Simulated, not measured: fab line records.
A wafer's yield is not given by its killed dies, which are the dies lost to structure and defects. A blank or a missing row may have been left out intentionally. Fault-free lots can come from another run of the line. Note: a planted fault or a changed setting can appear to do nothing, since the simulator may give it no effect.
fab line records -- flow rit-cmos
record: lots: 5, wafers: 15, last-day: 7
route steps=202 shown ACTIVE@1 FOX1@20 FOX2@23 M1@202
lots with no fault: from the same line, run without faults
start-h: hours from the record's opening day to when the first of the lot's shown wafers began -- wait-h: hours since the lot's step before -- " the same as in the row above -- L1.1+2: a single row standing in for several wafers -- - value missing, or start not given -- * or withheld: withheld -- < > ~ a bound
route shown NAME@n: a module of which the file shows steps, and the number in the route of the first -- usual: average and standard deviation across the fault-free wafers -- same: alike in all rows -- chamber/n: place in a boat -- sites: readings site by site -- _std_site: their standard deviation -- _edge_site: the outer-site mean with the inner-site mean subtracted -- radius-mm: how far each site lies from the wafer's centre -- mask NAME#n: copy n -- behind: the most recent tool/chamber to have shaped the wafer -- hold: cause of the lot's hold/its duration in hours/its outcome -- device: transistor that didn't switch, given as n, p or np -- end of line: tests run on the same wafers once the route is complete -- for a step that has no rows: nothing shown but its recipe -- killed: dies that structure and defects cost at the first sort, which is not the same as the wafer's yield -- map: a wafer's dies, x killed, . not, _ none there
set.NAME: the setting as run; set.NAME@STEP: as run at that earlier step -- model.NAME: the simulator's own value behind a step, which no gauge read
certain route steps with their lots: each step a table, each wafer a row
services: when a tool's chamber went out of use (start-h, in hours from the record's first day, below 0 if earlier), for how many hours, and the reason
== steps ==
step: RIT_ACTIVE_BOW_MEAS_00
recipe: mode: bow
usual: INCOMING_BOW: 0/6.7
lot.wafer,tool,chamber,start-h,wait-h,INCOMING_BOW[um]
L872.1,film-metro-02,-,10.00,-,0
L872.3,film-metro-02,-,10.00,-,-6
L872.5,film-metro-02,-,10.00,-,-2
L881.1,film-metro-02,-,55.00,-,2
L881.2,film-metro-02,-,55.00,-,-7
L881.5,film-metro-02,-,55.00,-,-3
L883.2,film-metro-02,-,65.02,-,8
L883.4,film-metro-02,-,65.02,-,3
L883.6,film-metro-02,-,65.02,-,2
L890.1,film-metro-04,-,100.00,-,2
L890.2,film-metro-04,-,100.00,-,3
L890.6,film-metro-04,-,100.00,-,-2
L894.3,film-metro-04,-,120.04,-,6
L894.5,film-metro-04,-,120.04,-,-1
L894.6,film-metro-04,-,120.04,-,1
step: RIT_ACTIVE_OXIDATION_01
recipe: temp-c: 1000, ambient: O2, target-thk-a: 468, ox-time-s: 3360
lot.wafer,tool,chamber,start-h,wait-h,model.SiO2_of_ACTIVE_OXIDATION_01.thk-nm
L872.1,furnace-02,0,10.12,0.1,47.47
L872.3,furnace-02,0,10.12,0.1,47.14
L872.5,furnace-02,0,10.12,0.1,48.31
L881.1,furnace-01,0,55.16,0.1,45.41
L881.2,furnace-01,0,55.16,0.1,45.9
L881.5,furnace-01,0,55.16,0.1,45.22
L883.2+6,furnace-04,0,65.12,0.1,47.43
L883.4,furnace-04,0,65.12,0.1,46.98
L890.1,furnace-02,0,100.30,0.3,39.67
L890.2,furnace-02,0,100.30,0.3,38.67
L890.6,furnace-02,0,100.30,0.3,39.06
L894.3,furnace-01,0,121.11,1.1,47.44
L894.5,furnace-01,0,121.11,1.1,47.17
L894.6,furnace-01,0,121.11,1.1,47.5
step: RIT_ACTIVE_THK_MEAS_02
recipe: reads: SiO2_of_ACTIVE_OXIDATION_01
usual: ACTIVE_OXIDE_THK: 46.8/1.1
lot.wafer,tool,chamber,start-h,wait-h,ACTIVE_OXIDE_THK[nm]
L872.1,film-metro-04,-,12.05,0.0,47.4
L872.3,film-metro-04,-,12.05,0.0,47.1
L872.5,film-metro-04,-,12.05,0.0,48.3
L881.1,film-metro-02,-,57.09,0.0,45.4
L881.2,film-metro-02,-,57.09,0.0,45.9
L881.5,film-metro-02,-,57.09,0.0,45.2
L883.2,film-metro-03,-,67.06,0.0,47.4
L883.4,film-metro-03,-,67.06,0.0,47.0
L883.6,film-metro-03,-,67.06,0.0,47.5
L890.1,film-metro-03,-,102.23,0.0,39.6
L890.2,film-metro-03,-,102.23,0.0,38.7
L890.6,film-metro-03,-,102.23,0.0,39.0
L894.3,film-metro-03,-,123.06,0.0,47.5
L894.5,film-metro-03,-,123.06,0.0,47.2
L894.6,film-metro-03,-,123.06,0.0,47.5
step: RIT_ACTIVE_CVD_03
recipe: material: Si3N4, target-thk-nm: 150, temp-c: 810, precursor: SiH2Cl2/NH3, time-s: 1500, pressure-mtorr: 300, sih2cl2-flow-sccm: 60, nh3-flow-sccm: 150
step: RIT_ACTIVE_THK_MEAS_04
recipe: reads: Si3N4_of_ACTIVE_CVD_03
usual: ACTIVE_NITRIDE_THK: 150.4/1.3
lot.wafer,tool,chamber,start-h,wait-h,ACTIVE_NITRIDE_THK[nm]
L872.1,film-metro-04,-,13.53,0.0,152.3
L872.3,film-metro-04,-,13.53,0.0,151.4
L872.5,film-metro-04,-,13.53,0.0,152.0
L881.1,film-metro-04,-,58.57,0.0,150.1
L881.2,film-metro-04,-,58.57,0.0,150.5
L881.5,film-metro-04,-,58.57,0.0,149.1
L883.2,film-metro-04,-,68.54,0.0,150.2
L883.4,film-metro-04,-,68.54,0.0,151.9
L883.6,film-metro-04,-,68.54,0.0,150.9
L890.1,film-metro-02,-,103.71,0.0,150.6
L890.2,film-metro-02,-,103.71,0.0,150.9
L890.6,film-metro-02,-,103.71,0.0,149.9
L894.3,film-metro-04,-,124.54,0.0,152.6
L894.5,film-metro-04,-,124.54,0.0,150.3
L894.6,film-metro-04,-,124.54,0.0,151.2
step: RIT_ACTIVE_HMDS_05
recipe: prime-time-s: 60, prime-temp-c: 140
step: RIT_ACTIVE_COAT_06
recipe: resist: NOVOLAK, spin-rpm: 3250, resist-thk-nm: 1000
step: RIT_ACTIVE_SOFTBAKE_07
recipe: resist: NOVOLAK, temp-c: 90, time-s: 60
step: RIT_ACTIVE_EXPOSE_08
recipe: mask-id: M1, na: 0.6, source-shape: conventional, sigma-outer: 0.6, target-cd-nm: 1400, dose-mj: 225
step: RIT_ACTIVE_PEB_09
recipe: resist: NOVOLAK, temp-c: withheld, time-s: withheld
step: RIT_ACTIVE_DEVELOP_10
recipe: resist: NOVOLAK, develop-time-s: 50, dev-temp-c: 23
step: RIT_ACTIVE_CD_MEAS_11
recipe: target-cd-nm: 1400
usual: cd-nm: 1399.0/2.7
lot.wafer,tool,chamber,start-h,wait-h,cd-nm
L872.1,cd-sem-01,-,14.76,-,1403.1
L872.3,cd-sem-01,-,14.76,-,1400.0
L872.5,cd-sem-01,-,14.76,-,1401.0
L881.1,cd-sem-02,-,59.48,-,1396.0
L881.2,cd-sem-02,-,59.48,-,1397.3
L881.5,cd-sem-02,-,59.48,-,1398.5
L883.2,cd-sem-02,-,69.68,-,1396.9
L883.4,cd-sem-02,-,69.68,-,1396.6
L883.6,cd-sem-02,-,69.68,-,1397.7
L890.1,cd-sem-02,-,104.92,-,1402.3
L890.2,cd-sem-02,-,104.92,-,1405.5
L890.6,cd-sem-02,-,104.92,-,1401.7
L894.3,cd-sem-01,-,125.49,-,1398.5
L894.5,cd-sem-01,-,125.49,-,1399.5
L894.6,cd-sem-01,-,125.49,-,1401.2
step: RIT_ACTIVE_HARDBAKE_12
recipe: resist: NOVOLAK, temp-c: 140, time-s: 60
step: RIT_ACTIVE_ETCH_13
recipe: stop-on: SiO2, chemistry: SF6, target: Si3N4, time-s: 210, over-etch-frac: 0.4, SF6_flow_sccm: 200, pressure-mtorr: 260, rf-w: 125, target-depth-a: 2100
usual: drypump-motor-current-A: 5.8/0.4, oes-product-au: 0.816/0.012, throttle-valve-pct: 7.43/0.11
lot.wafer,tool,chamber,start-h,wait-h,drypump-motor-current-A,oes-product-au,rf-hours-counter-h,throttle-valve-pct
L872.1,rie-diel-04,0,15.03,0.1,5.9,0.812,121,7.38
L872.3,rie-diel-04,2,15.03,0.1,6.2,0.822,160,7.68
L872.5,rie-diel-04,1,15.03,0.1,5.7,0.842,-,7.37
L881.1,rie-diel-02,2,59.75,0.1,5.9,0.812,102,7.46
L881.2,rie-diel-02,0,59.75,0.1,5.7,0.817,123,7.38
L881.5,rie-diel-02,3,59.75,0.1,5.4,0.807,-,7.32
L883.2,rie-diel-01,1,69.93,0.1,5.2,0.826,5,7.43
L883.4,rie-diel-01,3,69.93,0.1,5.2,0.808,1,7.37
L883.6,rie-diel-01,0,69.93,0.1,6.6,0.820,-,7.56
L890.1,rie-diel-04,0,105.19,0.1,6.0,0.800,123,7.38
L890.2,rie-diel-04,1,105.19,0.1,5.7,0.842,61,7.36
L890.6,rie-diel-04,0,105.19,0.1,6.0,0.797,-,7.40
L894.3,rie-diel-02,2,125.72,0.1,5.9,0.817,103,7.41
L894.5,rie-diel-02,3,125.72,0.1,5.4,0.811,-,7.31
L894.6,rie-diel-02,0,125.72,0.1,5.7,0.820,-,7.39
step: RIT_ACTIVE_STRIP_14
recipe: chemistry: O2, time-s: 180, resist: NOVOLAK, platen-temp-c: withheld, power-w: 500, pressure-mtorr: 4000, o2-flow-sccm: 4000
usual: drypump-motor-current-A: 5.5/0.45
lot.wafer,tool,chamber,start-h,wait-h,drypump-motor-current-A,rf-hours-counter-h
L872.1,plasma-asher-03,1,15.16,0.1,5.7,22
L872.3,plasma-asher-03,0,15.16,0.1,6.0,-
L872.5,plasma-asher-03,1,15.16,0.1,5.7,-
L881.1,plasma-asher-04,0,59.88,0.1,4.8,41
L881.2,plasma-asher-04,1,59.88,0.1,5.2,41
L881.5,plasma-asher-04,1,59.88,0.1,5.2,-
L883.2,plasma-asher-01,0,70.06,0.1,5.1,43
L883.4,plasma-asher-01,0,70.06,0.1,5.1,-
L883.6,plasma-asher-01,1,70.06,0.1,6.1,-
L890.1,plasma-asher-04,0,105.39,0.1,4.8,47
L890.2,plasma-asher-04,1,105.39,0.1,5.2,47
L890.6,plasma-asher-04,1,105.39,0.1,5.2,-
L894.3,plasma-asher-03,0,125.91,0.1,6.0,-
L894.5,plasma-asher-03,0,125.91,0.1,5.9,-
L894.6,plasma-asher-03,1,125.91,0.1,5.7,-
step: RIT_ACTIVE_CD_MEAS_90
recipe: target-cd-nm: 1400
usual: cd-nm: 1399.1/2.7
lot.wafer,tool,chamber,start-h,wait-h,cd-nm
L872.1,cd-sem-01,-,15.34,0.1,1403.3
L872.3,cd-sem-01,-,15.34,0.1,1400.2
L872.5,cd-sem-01,-,15.34,0.1,1401.2
L881.1,cd-sem-02,-,60.06,0.1,1395.9
L881.2,cd-sem-02,-,60.06,0.1,1397.3
L881.5,cd-sem-02,-,60.06,0.1,1398.3
L883.2,cd-sem-02,-,70.26,0.1,1397.1
L883.4,cd-sem-02,-,70.26,0.1,1396.8
L883.6,cd-sem-02,-,70.26,0.1,1397.5
L890.1,cd-sem-02,-,105.56,0.1,1402.2
L890.2,cd-sem-02,-,105.56,0.1,1405.5
L890.6,cd-sem-02,-,105.56,0.1,1402.7
L894.3,cd-sem-02,-,126.07,0.1,1398.4
L894.5,cd-sem-02,-,126.07,0.1,1399.7
L894.6,cd-sem-02,-,126.07,0.1,1400.9
step: RIT_ACTIVE_CLEAN_15
recipe: chemistry: SC1, mix: 3:3:50, time-s: 600, temp-c: 75
step: RIT_ACTIVE_CLEAN_16
recipe: chemistry: dHF, dilution: 50:1, time-s: 30
step: RIT_ACTIVE_CLEAN_17
recipe: chemistry: SC2, mix: 3:3:50, time-s: 600, temp-c: 75, dry: n2-spin
step: RIT_FOX1_OXIDATION_00
recipe: temp-c: 1100, ambient: H2O, target-thk-a: 3507, p-h2o-torr: 720, ox-time-s: 1130
step: RIT_FOX1_THK_MEAS_01
recipe: reads: SiO2_of_FOX1_OXIDATION_00
usual: FOX1_OXIDE_THK: 350/8.1
lot.wafer,tool,chamber,start-h,wait-h,FOX1_OXIDE_THK[nm]
L872.1,film-metro-03,-,17.33,0.0,346
L872.3,film-metro-03,-,17.33,0.0,349
L872.5,film-metro-03,-,17.33,0.0,353
L881.1,film-metro-04,-,61.86,0.0,353
L881.2,film-metro-04,-,61.86,0.0,361
L881.5,film-metro-04,-,61.86,0.0,360
L883.2,film-metro-04,-,72.05,0.0,351
L883.4,film-metro-04,-,72.05,0.0,355
L883.6,film-metro-04,-,72.05,0.0,355
L890.1,film-metro-01,-,107.38,0.0,346
L890.2,film-metro-01,-,107.38,0.0,345
L890.6,film-metro-01,-,107.38,0.0,339
L894.3,film-metro-03,-,128.39,0.0,344
L894.5,film-metro-03,-,128.39,0.0,344
L894.6,film-metro-03,-,128.39,0.0,349
step: RIT_FOX1_WET_ETCH_02
recipe: chemistry: BOE, target-depth-nm: 350, time-s: 390, temp-c: 21.5, dry: n2-spin, dilution: 10:1, target: SiO2
step: RIT_FOX2_OXIDATION_00
recipe: temp-c: 1100, ambient: H2O, target-thk-a: 3507, p-h2o-torr: 720, ox-time-s: 1130
step: RIT_FOX2_THK_MEAS_01
recipe: reads: SiO2_of_FOX2_OXIDATION_00
usual: FOX2_OXIDE_THK: 353/5.9
lot.wafer,tool,chamber,start-h,wait-h,FOX2_OXIDE_THK[nm]
L872.1,film-metro-01,-,20.14,0.0,349
L872.3,film-metro-01,-,20.14,0.0,351
L872.5,film-metro-01,-,20.14,0.0,349
L881.1,film-metro-02,-,63.35,0.0,351
L881.2,film-metro-02,-,63.35,0.0,355
L881.5,film-metro-02,-,63.35,0.0,353
L883.2,film-metro-01,-,73.85,0.0,360
L883.4,film-metro-01,-,73.85,0.0,352
L883.6,film-metro-01,-,73.85,0.0,355
L890.1,film-metro-01,-,108.88,0.0,340
L890.2,film-metro-01,-,108.88,0.0,341
L890.6,film-metro-01,-,108.88,0.0,342
L894.3,film-metro-01,-,129.88,0.0,347
L894.5,film-metro-01,-,129.88,0.0,352
L894.6,film-metro-01,-,129.88,0.0,345
step: RIT_FOX2_CLEAN_02
recipe: chemistry: dHF, dilution: 50:1, time-s: 180
step: RIT_FOX2_WET_ETCH_03
recipe: chemistry: H3PO4, target: Si3N4, target-depth-nm: 195, temp-c: 165, time-s: 2700
lot.wafer,tool,chamber,start-h,wait-h,model.SiO2_of_ACTIVE_OXIDATION_01.thk-nm
L872.1,wet-bench-02,3,20.26,0.0,42.19
L872.3,wet-bench-02,3,20.26,0.0,41.94
L872.5,wet-bench-02,3,20.26,0.0,42.94
L881.1,wet-bench-04,3,63.47,0.0,39.44
L881.2,wet-bench-04,3,63.47,0.0,40.66
L881.5,wet-bench-04,3,63.47,0.0,39.56
L883.2+6,wet-bench-01,1,73.96,0.0,41.93
L883.4,wet-bench-01,1,73.96,0.0,39.44
L890.1,wet-bench-04,3,109.00,0.0,35.21
L890.2,wet-bench-04,3,109.00,0.0,34.34
L890.6,wet-bench-04,3,109.00,0.0,34.67
L894.3,wet-bench-01,3,129.98,0.0,41.39
L894.5,wet-bench-01,3,129.98,0.0,41.46
L894.6,wet-bench-01,3,129.98,0.0,42.25
step: RIT_FOX2_THK_MEAS_90
recipe: reads: SiO2_of_FOX2_OXIDATION_00
usual: FIELD_OXIDE_LEFT_1_THK: 325/6
lot.wafer,tool,chamber,start-h,wait-h,FIELD_OXIDE_LEFT_1_THK[nm]
L872.1,film-metro-01,-,21.02,0.0,322
L872.3,film-metro-01,-,21.02,0.0,323
L872.5,film-metro-01,-,21.02,0.0,322
L881.1,film-metro-03,-,64.23,0.0,323
L881.2,film-metro-03,-,64.23,0.0,328
L881.5,film-metro-03,-,64.23,0.0,325
L883.2,film-metro-03,-,74.73,0.0,332
L883.4,film-metro-03,-,74.73,0.0,325
L883.6,film-metro-03,-,74.73,0.0,328
L890.1,film-metro-01,-,109.76,0.0,312
L890.2,film-metro-01,-,109.76,0.0,314
L890.6,film-metro-01,-,109.76,0.0,314
L894.3,film-metro-03,-,130.75,0.0,320
L894.5,film-metro-03,-,130.75,0.0,325
L894.6,film-metro-03,-,130.75,0.0,318
step: RIT_M1_PROBE_99
usual: killed-at-contacts: 0.1/0.24, killed-at-front-end: 6.8/2.8, killed-dies: 6.9/2.8, killed-open: 3.3/1.9, killed-short: 3.5/1.8
same: gross-dies: 264, killed_at_M0_to_M3: 0, killed_at_M4_up: 0, killed-at-back-side: 0, killed-at-other: 0
lot.wafer,tool,chamber,start-h,wait-h,killed-at-contacts,killed-at-front-end,killed-dies,killed-open,killed-short,model.etest.nldd.width-nm,model.etest.pldd.width-nm,model.etest.nplus-sal.width-nm,model.etest.pplus-sal.width-nm,model.etest.nmos-narrow.drive-ua-um,model.etest.pmos-narrow.drive-ua-um
L872.1,prober-01,-,58.69,0.1,0,7,7,4,3,3194,3184,3451,3458,223.1,97.98
L872.3,prober-01,-,58.79,0.2,0,11,11,6,5,3194,3181,3445,3459,214.4,94.83
L872.5,prober-01,-,58.89,0.2,0,12,12,8,4,3167,3176,3417,3454,214.4,96.39
L881.1,prober-02,-,105.10,0.1,0,9,9,3,6,3192,3195,3438,3438,228.5,105.5
L881.2,prober-02,-,105.15,0.1,0,9,9,2,7,3172,3168,3464,3437,230.4,105.3
L881.5,prober-02,-,105.30,0.2,0,6,6,4,2,3178,3170,3443,3460,231.5,104.2
L890.1,prober-02,-,148.39,0.1,0,8,8,4,4,3280,3274,3492,3454,252.8,110.3
L890.2,prober-02,-,148.44,0.1,0,5,5,1,4,3282,3277,3527,3520,260,115.5
L890.6,prober-02,-,148.64,0.2,1,6,7,3,2,3262,3270,3538,3527,252.9,110.7
killed by level:class
L872.1 FOX1:geometric-particle:open=3 FOX1:geometric-particle:short=2 REOX:geometric-particle:open=1 SPACER:geometric-particle:short=1
L872.3 FOX1:geometric-particle:short=4 FOX1:geometric-particle:open=3 GATE:geometric-particle:open=2 SPACER:geometric-particle:short=1 SILICIDE:geometric-particle:open=1
L872.5 FOX1:geometric-particle:open=4 FOX1:geometric-particle:short=2 GATE:geometric-particle:open=2 FOX2:geometric-particle:open=1 GATE:geometric-particle:short=1 REOX:geometric-particle:short=1 SPACER:geometric-particle:open=1
L881.1 GATE:geometric-particle:open=3 SPACER:geometric-particle:short=3 GATE:geometric-particle:short=2 REOX:geometric-particle:short=1
L881.2 GATE:geometric-particle:short=3 SPACER:geometric-particle:short=2 SPACER:geometric-particle:open=2 FOX2:geometric-particle:short=1 REOX:geometric-particle:short=1
L881.5 GATE:geometric-particle:open=2 SPACER:geometric-particle:open=2 FOX1:geometric-particle:short=1 GATE:geometric-particle:short=1
L890.1 FOX1:geometric-particle:short=2 FOX2:geometric-particle:open=2 GATE:geometric-particle:open=2 GATE:geometric-particle:short=2
L890.2 GATE:geometric-particle:short=2 GATE:geometric-particle:open=1 REOX:geometric-particle:short=1 SILICIDE:geometric-particle:short=1
L890.6 PSD:coat-microbubble-printed=2 FOX2:geometric-particle:open=1 REOX:geometric-particle:open=1 SPACER:geometric-particle:short=1 SILICIDE:geometric-particle:open=1 CONTACT:geometric-particle:short=1
== services ==
tool,chamber,start-h,hours,kind
plasma-asher-04,-,-2.84,2.8,pm
furnace-01,-,4.59,4.0,pm
plasma-asher-01,-,22.10,1.8,repair
rie-diel-04,2,57.23,6.5,repair
furnace-04,-,72.60,4.2,pm
plasma-asher-03,-,74.96,24.9,pm
plasma-asher-01,-,85.33,2.8,pm
rie-diel-04,2,87.32,-,clean
rie-diel-04,2,87.32,18.1,scheduled-down
rie-diel-04,2,87.32,18.1,vent-cycle
wet-bench-04,-,89.14,0.6,repair
rie-diel-04,3,101.87,3.9,repair
rie-diel-02,1,102.31,16.7,repair
rie-diel-02,0,102.37,5.3,repair
rie-diel-01,2,105.66,-,clean
rie-diel-01,2,105.66,15.9,scheduled-down
rie-diel-01,2,105.66,15.9,vent-cycle
plasma-asher-04,-,108.75,9.0,pm
plasma-asher-04,0,108.75,9.0,vent-cycle
plasma-asher-04,1,108.75,9.0,vent-cycle
rie-diel-04,-,117.20,15.6,pm
plasma-asher-04,0,117.75,-,clean
plasma-asher-04,1,117.75,-,clean
== key ==
first-sign: step: RIT_ACTIVE_THK_MEAS_02, reading: ACTIVE_OXIDE_THK, direction: down, sigmas: 7, usual: 46.8, struck: 39.1
effect none on later readings
model-effect: step: RIT_ACTIVE_OXIDATION_01, value: SiO2_of_ACTIVE_OXIDATION_01.thk-nm, without: 47.04, struck: 39.13
model-effect: step: RIT_FOX2_WET_ETCH_03, value: SiO2_of_ACTIVE_OXIDATION_01.thk-nm, without: 41.77, struck: 34.74
model-effect: step: RIT_M1_PROBE_99, value: etest.nldd.width-nm, without: 3207, struck: 3275
met-at RIT_ACTIVE_OXIDATION_01
struck-wafers L890.1,L890.2,L890.6
tester-left-out L890
onset-between 10.12 100.30
fault: kind: process-parameter-drift, tool: furnace-02, chamber: -, onset-h: 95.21, steps: RIT_ACTIVE_OXIDATION_01, channel: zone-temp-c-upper, offset: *, shape: step, end-h: 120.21
tester-left-out: of these lots the tester's yield and bins aren't shown, on N5 and GAA mostly nor the transistor test; their killed dies are dies lost to structure and defects alone, not to doping, threshold or leakage, so they don't give the yield
